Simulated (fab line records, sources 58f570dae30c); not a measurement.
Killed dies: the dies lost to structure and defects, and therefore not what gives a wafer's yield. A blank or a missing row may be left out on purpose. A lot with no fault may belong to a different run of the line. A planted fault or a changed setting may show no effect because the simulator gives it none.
The tool behind it: which one? | flow berkeleyCmos170 | 15 lots with 45 wafers sampled at 5 steps, on a route of 331 steps

## WHAT THE GAUGES READ, wafer by wafer
UCB170_CONTACT_CD_MEAS_90 targets a cd of 700 nm. Usual: cdNm at 699.8 nm, with a standard deviation of 1.5.
lot  | measured     | on       | cdNm (nm)         | flag
L648 | day 6 20:04  | cdSem-01 | 702.2 702.7 702.2 | 
L649 | day 7 08:12  | cdSem-01 | 700.0 702.5 701.9 | 
L650 | day 7 10:47  | cdSem-02 | 700.8 700.6 701.4 | 
L653 | day 7 16:07  | cdSem-01 | 701.1 698.5 700.2 | 
L652 | day 7 16:25  | cdSem-01 | 700.9 700.6 701.7 | 
L651 | day 7 15:25  | cdSem-01 | 699.2 698.1 700.4 | 
L654 | day 8 04:28  | cdSem-02 | 696.6 698.6 699.3 | 
L655 | day 8 14:53  | cdSem-01 | 700.4 698.8 699.7 | 
L656 | day 8 15:05  | cdSem-02 | 698.2 698.7 698.4 | 
L658 | day 8 17:46  | cdSem-01 | 700.8 699.9 699.9 | 
L660 | day 9 04:05  | cdSem-02 | 700.5 699.4 700.2 | 
L662 | day 9 22:46  | cdSem-01 | 700.5 700.3 699.1 | 
L666 | day 10 09:01 | cdSem-02 | 700.3 701.6 699.8 | 
L668 | day 11 09:39 | cdSem-02 | 698.4 697.7 698.4 | 
L671 | day 11 19:37 | cdSem-01 | 699.9 699.8 697.3 | 

UCB170_M1_CD_MEAS_09 targets a cd of 700 nm. Usual: cdNm at 699.8 nm, with a standard deviation of 1.6.
lot  | measured     | on       | cdNm (nm)                           | flag
L648 | day 6 21:50  | cdSem-02 | 698.7 698.4 697.7                   | 
L649 | day 7 10:15  | cdSem-01 | 698.3 697.1 699.7                   | 
L650 | day 7 12:29  | cdSem-02 | 699.4 698.9 700.7                   | 
L653 | day 7 21:16  | cdSem-02 | 699.6 700.4 701.3                   | 
L652 | day 7 21:27  | cdSem-01 | 700.1 700.9 699.9                   | 
L651 | day 7 17:49  | cdSem-02 | 702.1 702.7 703.0                   | 
L654 | day 8 06:16  | cdSem-02 | 699.0 700.5 700.0                   | 
L655 | day 8 16:32  | cdSem-01 | 699.0 698.5 698.5                   | 
L656 | day 8 16:53  | cdSem-01 | 676.7 676.3 676.1 676.4 676.6 676.0 | OFF
L658 | day 8 19:08  | cdSem-02 | 682.8 681.0 682.5 682.7 681.0 682.8 | OFF
L660 | day 9 08:10  | cdSem-01 | 699.6 701.2 701.7                   | 
L662 | day 10 01:29 | cdSem-02 | 676.4 676.0 676.9 676.9 676.0 676.8 | OFF
L666 | day 10 11:08 | cdSem-01 | 701.3 701.0 699.5                   | 
L668 | day 11 12:59 | cdSem-01 | 702.5 703.2 702.7                   | 
L671 | day 11 21:15 | cdSem-01 | 701.7 701.1 701.5                   | 

## WHAT TOOL EACH LOT RAN ON (gives the tool, then ch and the chambers of the sampled wafers, and finally the start)
lot  | UCB170_NSD_STRIP_09                 | UCB170_BACKSIDE_STRIP_03            | UCB170_M1_COAT_04
L648 | plasmaAsher-04 ch 0,1, day 6 11:40  | plasmaAsher-04 ch 0,1, day 6 13:26  | lithoTrack-03 ch 0, day 6 20:00
L649 | plasmaAsher-04 ch 0,1, day 7 01:35  | plasmaAsher-04 ch 0,1, day 7 02:23  | lithoTrack-04 ch 0, day 7 08:00
L650 | plasmaAsher-03 ch 0,1, day 7 01:55  | plasmaAsher-03 ch 0,1, day 7 02:43  | lithoTrack-03 ch 0, day 7 11:00
L653 | plasmaAsher-04 ch 0,1, day 7 08:16  | plasmaAsher-04 ch 0, day 7 09:04    | lithoTrack-03 ch 0, day 7 19:00
L652 | plasmaAsher-02 ch 0, day 7 08:23    | plasmaAsher-04 ch 0,1, day 7 09:16  | lithoTrack-02 ch 0, day 7 19:00
L651 | plasmaAsher-02 ch 0,1, day 7 08:49  | plasmaAsher-03 ch 0,1, day 7 09:40  | lithoTrack-03 ch 0, day 7 16:00
L654 | plasmaAsher-04 ch 0,1, day 7 21:52  | plasmaAsher-04 ch 0,1, day 7 22:43  | lithoTrack-03 ch 0, day 8 05:00
L655 | plasmaAsher-04 ch 0,1, day 8 04:44  | plasmaAsher-04 ch 0,1, day 8 05:42  | lithoTrack-02 ch 0, day 8 15:00
L656 | plasmaAsher-02 ch 0,1, day 8 05:00  | plasmaAsher-01 ch 1, day 8 06:05    | lithoTrack-03 ch 0, day 8 16:00
L658 | plasmaAsher-03 ch 0,1, day 8 07:34  | plasmaAsher-03 ch 0,1, day 8 08:26  | lithoTrack-03 ch 0, day 8 18:00
L660 | plasmaAsher-04 ch 0,1, day 8 20:20  | plasmaAsher-04 ch 0,1, day 8 21:07  | lithoTrack-02 ch 0, day 9 06:00
L662 | plasmaAsher-02 ch 0,1, day 9 15:30  | plasmaAsher-04 ch 0,1, day 9 16:17  | lithoTrack-03 ch 0, day 10 00:00
L666 | plasmaAsher-03 ch 1, day 10 00:47   | plasmaAsher-01 ch 0,1, day 10 01:35 | lithoTrack-04 ch 0, day 10 09:00
L668 | plasmaAsher-02 ch 0,1, day 11 01:12 | plasmaAsher-04 ch 0,1, day 11 02:21 | lithoTrack-04 ch 0, day 11 11:00
L671 | plasmaAsher-03 ch 0,1, day 11 12:53 | plasmaAsher-03 ch 0,1, day 11 14:07 | lithoTrack-02 ch 0, day 11 20:00
- UCB170_NSD_STRIP_09: strips in O2.
- UCB170_BACKSIDE_STRIP_03: strips in O2.
- UCB170_M1_COAT_04: resist thk 900 nm.

## WHAT THE TOOLS THEMSELVES READ (means of the sampled wafers that have a number; where no wafer has one, the mark that the record gives instead)
UCB170_NSD_STRIP_09. Usual: drypumpMotorCurrentA 5.8 A, standard deviation 0.38; oesProductAu 0.534 a.u., standard deviation 0.0051; stripTimeToEndpointS 35.85 s, standard deviation 0.074.
lot  | tool           | drypumpMotorCurrentA (A) | oesProductAu (a.u.) | stripTimeToEndpointS (s) | flag
L648 | plasmaAsher-04 | 6.1                      | 0.532               | 35.76                    | 
L649 | plasmaAsher-04 | 6.4                      | 0.535               | 35.92                    | 
L650 | plasmaAsher-03 | 5.5                      | 0.535               | 35.89                    | 
L653 | plasmaAsher-04 | 6.4                      | 0.531               | 35.80                    | 
L652 | plasmaAsher-02 | 5.6                      | 0.534               | 35.77                    | 
L651 | plasmaAsher-02 | 5.7                      | 0.536               | 35.82                    | 
L654 | plasmaAsher-04 | 6.4                      | 0.532               | 35.91                    | 
L655 | plasmaAsher-04 | 6.1                      | 0.539               | 35.78                    | 
L656 | plasmaAsher-02 | 5.6                      | 0.530               | 35.94                    | 
L658 | plasmaAsher-03 | 5.4                      | 0.536               | 35.90                    | 
L660 | plasmaAsher-04 | 6.4                      | 0.529               | 35.79                    | 
L662 | plasmaAsher-02 | 5.7                      | 0.533               | 35.79                    | 
L666 | plasmaAsher-03 | 5.4                      | 0.531               | 35.93                    | 
L668 | plasmaAsher-02 | 5.7                      | 0.533               | 35.84                    | 
L671 | plasmaAsher-03 | 5.5                      | 0.535               | 35.95                    | 

UCB170_BACKSIDE_STRIP_03. Usual: drypumpMotorCurrentA 6.0 A, standard deviation 0.51; oesProductAu 0.735 a.u., standard deviation 0.0045; stripTimeToEndpointS 21.97 s, standard deviation 0.063.
lot  | tool           | drypumpMotorCurrentA (A) | oesProductAu (a.u.) | stripTimeToEndpointS (s) | flag
L648 | plasmaAsher-04 | 6.4                      | 0.736               | 21.90                    | 
L649 | plasmaAsher-04 | 6.1                      | 0.729               | 21.94                    | 
L650 | plasmaAsher-03 | 5.5                      | 0.735               | 22.01                    | 
L653 | plasmaAsher-04 | 6.6                      | 0.734               | 21.89                    | 
L652 | plasmaAsher-04 | 6.4                      | 0.734               | 22.00                    | 
L651 | plasmaAsher-03 | 5.5                      | 0.736               | 22.03                    | 
L654 | plasmaAsher-04 | 6.1                      | 0.737               | 22.00                    | 
L655 | plasmaAsher-04 | 6.4                      | 0.733               | 21.91                    | 
L656 | plasmaAsher-01 | 6.6                      | 0.734               | 21.96                    | 
L658 | plasmaAsher-03 | 5.4                      | 0.731               | 21.98                    | 
L660 | plasmaAsher-04 | 6.1                      | 0.736               | 22.05                    | 
L662 | plasmaAsher-04 | 6.1                      | 0.735               | 21.88                    | 
L666 | plasmaAsher-01 | 5.7                      | 0.736               | 21.90                    | 
L668 | plasmaAsher-04 | 6.4                      | 0.736               | 21.98                    | 
L671 | plasmaAsher-03 | 5.4                      | 0.733               | 22.05                    | 

## THE ANSWER, worked out from the rows above alone
Rule: take the mean of a lot's wafers that have a number; if it is more than 3 standard deviations from the usual mean, the lot is off. A lot without any number at a reading at which 4 lots or more have one is off too. Where the step has rows for the other lots, those lots are counted as sound. First the gauges in route order, then the tools' own readings, where a lot's mean is used as printed above. The first step at which some lot is off is used, and at that step the reading that is off furthest; a lot without a number counts as furthest.
Off, at UCB170_M1_CD_MEAS_09 on cdNm: L656, L658, L662.
If a tool, at a process step before that reading, ran all the lots that are off and no sound lot after the first of them, it fits. Those tools and the gauges at UCB170_M1_CD_MEAS_09 are tried in the same way. One fits: lithoTrack-03 at UCB170_M1_COAT_04. Its last sound lot is L654 (day 8 05:00), its first lot that is off L656 (day 8 16:00): a fault that began between those two fits.

## WHAT THE SIMULATOR HAD PUT IN
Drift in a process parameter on lithoTrack-03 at UCB170_M1_COAT_04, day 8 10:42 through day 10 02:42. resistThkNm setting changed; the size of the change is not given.
Shown lots that were struck: L656, L658, L662. The rule given above showed the same thing.
